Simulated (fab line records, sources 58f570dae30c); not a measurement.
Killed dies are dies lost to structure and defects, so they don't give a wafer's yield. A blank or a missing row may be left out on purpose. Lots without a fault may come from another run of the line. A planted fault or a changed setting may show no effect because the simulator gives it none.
Which tool did it? | flow berkeley_cmos170 | 11 lots, 33 wafers sampled, at 2 steps of a route of 331

WHAT THE GAUGES READ, wafer by wafer
UCB170_GATE_THK_MEAS_05.
lot  | measured    | on            | GATE_POLY_THK (nm)
L158 | day 6 20:46 | film_metro-03 | 217.4 215.3 217.0
L159 | day 7 19:04 | film_metro-03 | 218.9 218.6 217.0
L160 | day 7 19:05 | film_metro-02 | 215.0 214.7 214.2
L161 | day 8 03:59 | film_metro-01 | 215.2 215.8 213.1
L163 | day 8 03:59 | film_metro-03 | 216.7 218.4 217.6
L162 | day 8 04:00 | film_metro-02 | 213.0 215.4 214.0
L165 | day 9 02:23 | film_metro-03 | 185.2 186.8 184.7
L164 | day 9 02:24 | film_metro-02 | 189.1 189.2 188.6
L166 | day 9 20:58 | film_metro-01 | 216.3 213.6 215.8
L170 | day 9 21:08 | film_metro-01 | 218.0 215.9 216.3
L173 | day 9 21:12 | film_metro-01 | 211.1 211.0 211.1

WHICH TOOL RAN EACH LOT (tool, then ch and the chambers of the sampled wafers, then the start)
lot  | UCB170_GATE_CVD_04
L158 | lpcvd-01 ch 0, day 6 19:18
L159 | lpcvd-02 ch 1, day 7 17:35
L160 | lpcvd-02 ch 1, day 7 17:35
L161 | lpcvd-01 ch 0, day 8 02:35
L163 | lpcvd-01 ch 0, day 8 02:35
L162 | lpcvd-01 ch 1, day 8 02:35
L165 | lpcvd-01 ch 0, day 9 00:59
L164 | lpcvd-01 ch 1, day 9 00:59
L166 | lpcvd-02 ch 1, day 9 19:23
L170 | lpcvd-02 ch 1, day 9 19:23
L173 | lpcvd-02 ch 1, day 9 19:23
- UCB170_GATE_CVD_04: deposits poly-Si from SiH4, time 1440 s, target thk 214 nm.

THE ANSWER, worked out from the rows above alone
Rule: what is usual is taken from the lots themselves. Put in order of their means at a reading, lots are off if they are a third of the lots or fewer, leave a main group of 4 or more, and stand apart from it by a gap of 3 or more times the standard deviation of the main group's means; of several such gaps the widest counts. A main group whose means are all the same, to the digits that the tables above print for the reading, isn't used. A lot without any number at a reading at which 4 lots or more have one is off too. The other lots that the step has rows for count as sound.
Off: L165, L164, at UCB170_GATE_THK_MEAS_05 (GATE_POLY_THK). The main group: mean 215.4 nm, standard deviation 2.
A tool fits if, at a process step before that reading, it ran every lot that is off, and no sound lot after the first of them. The gauges at UCB170_GATE_THK_MEAS_05 are tried like those tools. One fits: lpcvd-01 at UCB170_GATE_CVD_04. Its last sound lot is L161 (day 8 02:35), its first lot that is off L164 (day 9 00:59): a fault that began between those two fits.

WHAT THE SIMULATOR HAD PUT IN
Process parameter drift: lpcvd-01, from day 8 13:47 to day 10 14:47, at UCB170_GATE_CVD_04. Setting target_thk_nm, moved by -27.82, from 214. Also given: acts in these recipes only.
Lots struck among those shown: L165, L164. The rule above found the same.
